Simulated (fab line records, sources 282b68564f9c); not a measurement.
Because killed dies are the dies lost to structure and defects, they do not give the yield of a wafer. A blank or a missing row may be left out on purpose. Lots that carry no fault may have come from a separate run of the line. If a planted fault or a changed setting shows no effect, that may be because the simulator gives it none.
Which tool did it? || flow rit_cmos || Sampling: 13 lots, 39 wafers, 3 of 202 route steps

== WHAT EACH GAUGE READ, for each wafer ==
RIT_M1_RS_MEAS_01: a four-point-probe measurement. Usual: M1_AL_RS typically reads 0.0737 ohm/sq, with standard deviation 0.00078.
{"lot": "L688", "measured": "day 3 12:28", "on": "film_metro-04", "M1_AL_RS (ohm/sq)": "0.0727 0.0717 0.0727", "flag": ""}
{"lot": "L690", "measured": "day 3 20:17", "on": "film_metro-04", "M1_AL_RS (ohm/sq)": "0.0731 0.0730 0.0729", "flag": ""}
{"lot": "L691", "measured": "day 4 02:27", "on": "film_metro-04", "M1_AL_RS (ohm/sq)": "0.0741 0.0740 0.0737", "flag": ""}
{"lot": "L692", "measured": "day 4 06:38", "on": "film_metro-02", "M1_AL_RS (ohm/sq)": "0.0729 0.0726 0.0731", "flag": ""}
{"lot": "L693", "measured": "day 4 11:28", "on": "film_metro-03", "M1_AL_RS (ohm/sq)": "0.0739 0.0739 0.0742", "flag": ""}
{"lot": "L694", "measured": "day 4 15:55", "on": "film_metro-03", "M1_AL_RS (ohm/sq)": "0.0729 0.0730 0.0728", "flag": ""}
{"lot": "L695", "measured": "day 4 20:43", "on": "film_metro-04", "M1_AL_RS (ohm/sq)": "0.0735 0.0736 0.0735", "flag": ""}
{"lot": "L698", "measured": "day 5 13:05", "on": "film_metro-02", "M1_AL_RS (ohm/sq)": "0.0814 0.0807 0.0798", "flag": "OFF"}
{"lot": "L702", "measured": "day 6 10:55", "on": "film_metro-04", "M1_AL_RS (ohm/sq)": "0.0736 0.0736 0.0734", "flag": ""}
{"lot": "L703", "measured": "day 6 13:42", "on": "film_metro-03", "M1_AL_RS (ohm/sq)": "0.0736 0.0738 0.0737", "flag": ""}
{"lot": "L705", "measured": "day 7 00:23", "on": "film_metro-02", "M1_AL_RS (ohm/sq)": "0.0726 0.0733 0.0731", "flag": ""}
{"lot": "L707", "measured": "day 7 09:56", "on": "film_metro-03", "M1_AL_RS (ohm/sq)": "0.0739 0.0742 0.0731", "flag": ""}
{"lot": "L709", "measured": "day 7 19:20", "on": "film_metro-04", "M1_AL_RS (ohm/sq)": "0.0734 0.0742 0.0734", "flag": ""}

RIT_M1_THK_MEAS_02: measures by xrf. Usual: M1_AL_THK typically reads 394 nm, with standard deviation 5.
{"lot": "L688", "measured": "day 3 12:34", "on": "film_metro-04", "M1_AL_THK (nm)": "399 406 401", "flag": ""}
{"lot": "L690", "measured": "day 3 20:25", "on": "film_metro-04", "M1_AL_THK (nm)": "400 401 399", "flag": ""}
{"lot": "L691", "measured": "day 4 02:34", "on": "film_metro-04", "M1_AL_THK (nm)": "394 395 395", "flag": ""}
{"lot": "L692", "measured": "day 4 06:45", "on": "film_metro-02", "M1_AL_THK (nm)": "397 396 395", "flag": ""}
{"lot": "L693", "measured": "day 4 11:35", "on": "film_metro-03", "M1_AL_THK (nm)": "395 395 391", "flag": ""}
{"lot": "L694", "measured": "day 4 16:02", "on": "film_metro-03", "M1_AL_THK (nm)": "399 400 402", "flag": ""}
{"lot": "L695", "measured": "day 4 20:50", "on": "film_metro-04", "M1_AL_THK (nm)": "397 396 397", "flag": ""}
{"lot": "L698", "measured": "day 5 13:13", "on": "film_metro-02", "M1_AL_THK (nm)": "356 357 363", "flag": "OFF"}
{"lot": "L702", "measured": "day 6 11:02", "on": "film_metro-04", "M1_AL_THK (nm)": "398 397 399", "flag": ""}
{"lot": "L703", "measured": "day 6 13:49", "on": "film_metro-03", "M1_AL_THK (nm)": "396 392 394", "flag": ""}
{"lot": "L705", "measured": "day 7 00:29", "on": "film_metro-02", "M1_AL_THK (nm)": "393 389 392", "flag": ""}
{"lot": "L707", "measured": "day 7 10:01", "on": "film_metro-03", "M1_AL_THK (nm)": "395 395 397", "flag": ""}
{"lot": "L709", "measured": "day 7 19:27", "on": "film_metro-04", "M1_AL_THK (nm)": "393 392 395", "flag": ""}

== WHICH TOOL RAN EACH LOT (tool, then ch and the chambers of the sampled wafers, then the start) ==
{"lot": "L688", "RIT_M1_SPUTTER_00": "pvd_sputter-03, day 3 12:09"}
{"lot": "L690", "RIT_M1_SPUTTER_00": "pvd_sputter-04, day 3 20:00"}
{"lot": "L691", "RIT_M1_SPUTTER_00": "pvd_sputter-01, day 4 02:08"}
{"lot": "L692", "RIT_M1_SPUTTER_00": "pvd_sputter-04, day 4 06:20"}
{"lot": "L693", "RIT_M1_SPUTTER_00": "pvd_sputter-01, day 4 11:10"}
{"lot": "L694", "RIT_M1_SPUTTER_00": "pvd_sputter-04, day 4 15:38"}
{"lot": "L695", "RIT_M1_SPUTTER_00": "pvd_sputter-01, day 4 20:25"}
{"lot": "L698", "RIT_M1_SPUTTER_00": "pvd_sputter-04, day 5 12:47"}
{"lot": "L702", "RIT_M1_SPUTTER_00": "pvd_sputter-03, day 6 10:38"}
{"lot": "L703", "RIT_M1_SPUTTER_00": "pvd_sputter-01, day 6 13:24"}
{"lot": "L705", "RIT_M1_SPUTTER_00": "pvd_sputter-01, day 7 00:04"}
{"lot": "L707", "RIT_M1_SPUTTER_00": "pvd_sputter-01, day 7 09:34"}
{"lot": "L709", "RIT_M1_SPUTTER_00": "pvd_sputter-01, day 7 19:01"}
- RIT_M1_SPUTTER_00: material Al, target thk 400 nm, time 500 s.

== WHAT THE TOOLS THEMSELVES READ (means of the sampled wafers that have a number; where no wafer has one, the mark that the record gives instead) ==
RIT_M1_SPUTTER_00. Usual: cathode_dc_power_W 2000.0 W, standard deviation 0.38; throttle_valve_pct 30.1 %, standard deviation 0.8.
{"lot": "L688", "tool": "pvd_sputter-03", "cathode_dc_power_W (W)": 1999.8, "throttle_valve_pct (%)": 30.2, "flag": ""}
{"lot": "L690", "tool": "pvd_sputter-04", "cathode_dc_power_W (W)": 2000.0, "throttle_valve_pct (%)": 29.4, "flag": ""}
{"lot": "L691", "tool": "pvd_sputter-01", "cathode_dc_power_W (W)": 2000.1, "throttle_valve_pct (%)": 30.5, "flag": ""}
{"lot": "L692", "tool": "pvd_sputter-04", "cathode_dc_power_W (W)": 2000.2, "throttle_valve_pct (%)": 29.3, "flag": ""}
{"lot": "L693", "tool": "pvd_sputter-01", "cathode_dc_power_W (W)": 2000.0, "throttle_valve_pct (%)": 30.4, "flag": ""}
{"lot": "L694", "tool": "pvd_sputter-04", "cathode_dc_power_W (W)": 2000.1, "throttle_valve_pct (%)": 30.0, "flag": ""}
{"lot": "L695", "tool": "pvd_sputter-01", "cathode_dc_power_W (W)": 2000.0, "throttle_valve_pct (%)": 30.5, "flag": ""}
{"lot": "L698", "tool": "pvd_sputter-04", "cathode_dc_power_W (W)": 2000.3, "throttle_valve_pct (%)": 29.3, "flag": ""}
{"lot": "L702", "tool": "pvd_sputter-03", "cathode_dc_power_W (W)": 2000.3, "throttle_valve_pct (%)": 30.4, "flag": ""}
{"lot": "L703", "tool": "pvd_sputter-01", "cathode_dc_power_W (W)": 1999.9, "throttle_valve_pct (%)": 30.2, "flag": ""}
{"lot": "L705", "tool": "pvd_sputter-01", "cathode_dc_power_W (W)": 2000.1, "throttle_valve_pct (%)": 30.5, "flag": ""}
{"lot": "L707", "tool": "pvd_sputter-01", "cathode_dc_power_W (W)": 2000.0, "throttle_valve_pct (%)": 30.4, "flag": ""}
{"lot": "L709", "tool": "pvd_sputter-01", "cathode_dc_power_W (W)": 2000.1, "throttle_valve_pct (%)": 30.9, "flag": ""}

== THE ANSWER, worked out from the rows above alone ==
Rule: lot off if the mean of its wafers having a number is beyond 3 standard deviations from the usual mean. A lot without any number at a reading at which 4 lots or more have one is off too. Any other lot the step has rows for is counted as sound. Order of review: gauges by route order, followed by the tools' own readings, for which a lot's mean as printed above is used. The first step at which some lot is off is used, and at that step the reading that is off furthest; a lot without a number counts as furthest.
Off: L698, at RIT_M1_RS_MEAS_01 (M1_AL_RS).
A tool fits if, at a process step before that reading, it ran every lot that is off, and no sound lot after the first of them. Those tools and the gauges at RIT_M1_RS_MEAS_01 are tried in the same way. One candidate fits, namely pvd_sputter-04 at RIT_M1_SPUTTER_00. A fault onset in the window from L694 (day 4 15:38, its last sound lot) to L698 (day 5 12:47, its first lot off) fits.

== WHAT WAS PUT IN BY THE SIMULATOR ==
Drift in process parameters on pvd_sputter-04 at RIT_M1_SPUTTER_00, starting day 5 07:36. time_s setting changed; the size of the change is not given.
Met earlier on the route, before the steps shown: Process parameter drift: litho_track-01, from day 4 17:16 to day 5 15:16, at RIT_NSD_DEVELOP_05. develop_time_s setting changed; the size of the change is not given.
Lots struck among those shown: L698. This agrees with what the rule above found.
